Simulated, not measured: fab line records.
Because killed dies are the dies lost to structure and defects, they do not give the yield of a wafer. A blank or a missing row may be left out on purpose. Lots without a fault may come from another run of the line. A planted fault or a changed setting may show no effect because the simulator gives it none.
Comparing a struck lot with a sound one / flow rit_cmos / 30 out of 202 route steps
Sound: wafers L766.1, L766.2, L766.5. Struck: wafers L778.1, L778.2, L778.5. Last of all comes the cause.
Order at every step that has rows: each side's tool, ch and its chambers, its first start. Under that, the readings that differ: sound wafers / struck wafers / difference of the means / sigmas: that difference in standard deviations of wafers without a fault.
alike: words and numbers the same on both sides, and readings whose means are apart by under 2 such deviations; not compared: readings that were withheld, readings missing a value for some wafer, numbers with overlapping values and no deviation given by the record, and bounds like >300 which may hide the same value.
Wherever a step has rows on one side only, a row that says differs or no value, or a row with sigmas, the two part there. When numbers do not overlap yet have no deviation, they are printed without sigmas and do not part them. A reading that every wafer of one side lacks parts them only if that side has two wafers or more.

RIT_FOX2_THK_MEAS_01:
  sound on film_metro-02 at day 2 19:19; struck on film_metro-04 at day 5 07:19
  alike: FOX2_OXIDE_THK
then, 2 steps without rows for these wafers: RIT_FOX2_CLEAN_02 (cleans in dHF, time 180 s); RIT_FOX2_WET_ETCH_03 (etches Si3N4 in H3PO4, target depth 195 nm, time 2700 s).
RIT_FOX2_THK_MEAS_90:
  sound on film_metro-04 at day 2 20:11; struck on film_metro-02 at day 5 08:11
  alike: FIELD_OXIDE_LEFT_1_THK
then, 6 steps without rows for these wafers: RIT_NWELL_HMDS_00 (prime time 60 s); RIT_NWELL_COAT_01 (resist thk 1300 nm); RIT_NWELL_SOFTBAKE_02 (time 60 s); RIT_NWELL_EXPOSE_03 (exposes mask M2, target cd 43900 nm); RIT_NWELL_PEB_04; RIT_NWELL_DEVELOP_05 (develop time 68 s).
RIT_NWELL_OVL_MEAS_06:
  sound on overlay-02 at day 2 21:24; struck on overlay-02 at day 5 09:08
  alike: NWELL_OVL
then, 1 step without rows for these wafers: RIT_NWELL_HARDBAKE_07 (time 120 s).
RIT_NWELL_IMPLANT_08:
  sound on implanter-03 ch 0, day 2 21:41; struck on implanter-04 ch 0, day 5 09:25
reading=dose_ions_cm2; sound=5.002e+13 4.989e+13 4.992e+13; struck=3.387e+13 3.394e+13 3.384e+13; difference=-1.606e+13; sigmas=-99 or more
reading=faraday_current_uA; sound=161 156 159; struck=107 112 111; difference=-49; sigmas=-15
  alike: beam_energy_keV
RIT_NWELL_STRIP_09: strips in O2, time 180 s.
  sound on plasma_asher-01 ch 0,1, day 2 21:50; struck on plasma_asher-04 ch 0,1, day 5 09:34
  alike: drypump_motor_current_A
  not compared: rf_hours_counter_h
RIT_NWELL_TW_MEAS_10:
  sound on film_metro-03 at day 2 22:01; struck on film_metro-04 at day 5 09:44
reading=NWELL_TW; sound=2090 2096 2103; struck=1896 1891 1890; difference=-204; sigmas=-13
then, 6 steps without rows for these wafers: RIT_PWELL_HMDS_00 (prime time 60 s); RIT_PWELL_COAT_01 (resist thk 1300 nm); RIT_PWELL_SOFTBAKE_02 (time 60 s); RIT_PWELL_EXPOSE_03 (exposes mask M3, target cd 43700 nm); RIT_PWELL_PEB_04; RIT_PWELL_DEVELOP_05 (develop time 68 s).
RIT_PWELL_OVL_MEAS_06:
  sound on overlay-02 at day 2 23:10; struck on overlay-02 at day 5 10:49
  alike: PWELL_OVL
then, 2 steps without rows for these wafers: RIT_PWELL_HARDBAKE_07 (time 120 s); RIT_PWELL_IMPLANT_08.
RIT_PWELL_STRIP_09: strips in O2, time 180 s.
  sound on plasma_asher-03 ch 0,1, day 2 23:35; struck on plasma_asher-04 ch 0,1, day 5 11:14
  alike: drypump_motor_current_A
  not compared: rf_hours_counter_h
RIT_PWELL_TW_MEAS_10:
  sound on film_metro-04 at day 2 23:46; struck on film_metro-02 at day 5 11:25
  alike: PWELL_TW
then, 1 step without rows for these wafers: RIT_WELLDRIVE_ANNEAL_00 (time 14700 s).
RIT_WELLDRIVE_RS_MEAS_01: the measuring method here is four-point-probe.
  sound on film_metro-04 at day 3 06:08; struck on film_metro-03 at day 5 16:34
reading=NWELL_RS (ohm/sq); sound=274.9 275.1 275.4; struck=348.9 349.0 349.1; difference=+73.9; sigmas=+99 or more
RIT_WELLDRIVE_RS_MEAS_02: the measuring method here is four-point-probe.
  sound on film_metro-04 at day 3 06:15; struck on film_metro-03 at day 5 16:41
  alike: PWELL_RS
RIT_M1_PROBE_99:
  sound on prober-02 at day 4 11:56; struck on prober-01 at day 7 00:23
reading=model.etest.pmos_turned.r_on_ohm_um; sound=3347 3312 3301; struck=3285 3126 3230; difference=-106; sigmas=
reading=model.etest.nwell_pinched.rs_ohm_sq; sound=339.7 334.7 336.1; struck=437 432.2 429.8; difference=+96; sigmas=
reading=model.etest.well_edge_right.line_ohm_um; sound=182.9 183.5 183.6; struck=240.4 241.9 241.4; difference=+57.9; sigmas=
reading=model.etest.well_edge_left.line_ohm_um; sound=181.2 182.9 183.3; struck=239.6 240.6 241.7; difference=+58.2; sigmas=
reading=model.etest.pmos_0p15.drive_ua_um; sound=263 260.9 266.1; struck=271.9 285.1 269.9; difference=+12.3; sigmas=
reading=model.etest.pmos_turned.drive_ua_um; sound=193.3 195.8 199.3; struck=206.5 217.3 209.7; difference=+15.0; sigmas=
  alike: killed_at_contacts, killed_at_front_end, killed_dies, killed_open, killed_short
  not compared: model.etest.pmos_0p3.r_on_ohm_um, model.etest.pmos_0p15.r_on_ohm_um

WHERE THEY PART
At RIT_NWELL_IMPLANT_08 first; at RIT_WELLDRIVE_RS_MEAS_01 last (within this record only). Later steps at which nothing parts them and some readings are alike: RIT_WELLDRIVE_RS_MEAS_02, RIT_M1_PROBE_99.

WHY: the cause the simulator had injected
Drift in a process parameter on implanter-04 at RIT_NWELL_IMPLANT_08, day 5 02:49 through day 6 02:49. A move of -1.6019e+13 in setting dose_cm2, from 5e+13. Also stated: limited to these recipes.
